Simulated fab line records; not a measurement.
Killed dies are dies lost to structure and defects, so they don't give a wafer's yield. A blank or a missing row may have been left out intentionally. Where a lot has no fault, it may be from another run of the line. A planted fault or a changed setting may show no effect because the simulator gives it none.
Which tool is to blame? / flow berkeleyCmos170 / 6 lots, 18 wafers sampled, at 2 steps of a route of 331

== WHAT THE GAUGES SHOWED, per wafer ==
UCB170_M3_CD_MEAS_15: target cd 700 nm.
lot=L863; measured=day 8 04:41; on=cdSem-01; cdNm (nm)=700.2 700.3 699.4
lot=L867; measured=day 8 18:38; on=cdSem-02; cdNm (nm)=699.0 698.0 698.5
lot=L869; measured=day 9 05:27; on=cdSem-02; cdNm (nm)=700.8 699.8 699.4
lot=L871; measured=day 9 07:30; on=cdSem-02; cdNm (nm)=700.8 700.2 701.2
lot=L879; measured=day 11 00:20; on=cdSem-01; cdNm (nm)=699.5 699.2 699.3
lot=L884; measured=day 12 13:38; on=cdSem-02; cdNm (nm)=700.2 701.1 699.0

== WHAT TOOL EACH LOT RAN ON (gives the tool, then ch and the chambers of the sampled wafers, and finally the start) ==
lot=L863; UCB170_M3_EXPOSE_12=krfScanner-01 ch 0, day 8 04:12
lot=L867; UCB170_M3_EXPOSE_12=krfScanner-02 ch 0, day 8 18:00
lot=L869; UCB170_M3_EXPOSE_12=krfScanner-02 ch 0, day 9 04:40
lot=L871; UCB170_M3_EXPOSE_12=krfScanner-02 ch 0, day 9 07:07
lot=L879; UCB170_M3_EXPOSE_12=krfScanner-02 ch 0, day 10 23:44
lot=L884; UCB170_M3_EXPOSE_12=krfScanner-02 ch 0, day 12 12:49
- UCB170_M3_EXPOSE_12: exposes mask METAL3, target cd 700 nm.

== THE ANSWER, worked out from the rows above alone ==
Rule: what is usual is taken from the lots themselves. Put in order of their means at a reading, lots are off if they are a third of the lots or fewer, leave a main group of 4 or more, and stand apart from it by a gap of 3 or more times the standard deviation of the main group's means; of several such gaps the widest counts. A main group is skipped when, at the precision printed for the reading in the tables above, its means are all equal. A lot without any number at a reading at which 4 lots or more have one is off too. All remaining lots with rows at the step are treated as sound.
No lot is off at any reading shown: from this, nothing can be told.

== WHAT WAS PUT IN BY THE SIMULATOR ==
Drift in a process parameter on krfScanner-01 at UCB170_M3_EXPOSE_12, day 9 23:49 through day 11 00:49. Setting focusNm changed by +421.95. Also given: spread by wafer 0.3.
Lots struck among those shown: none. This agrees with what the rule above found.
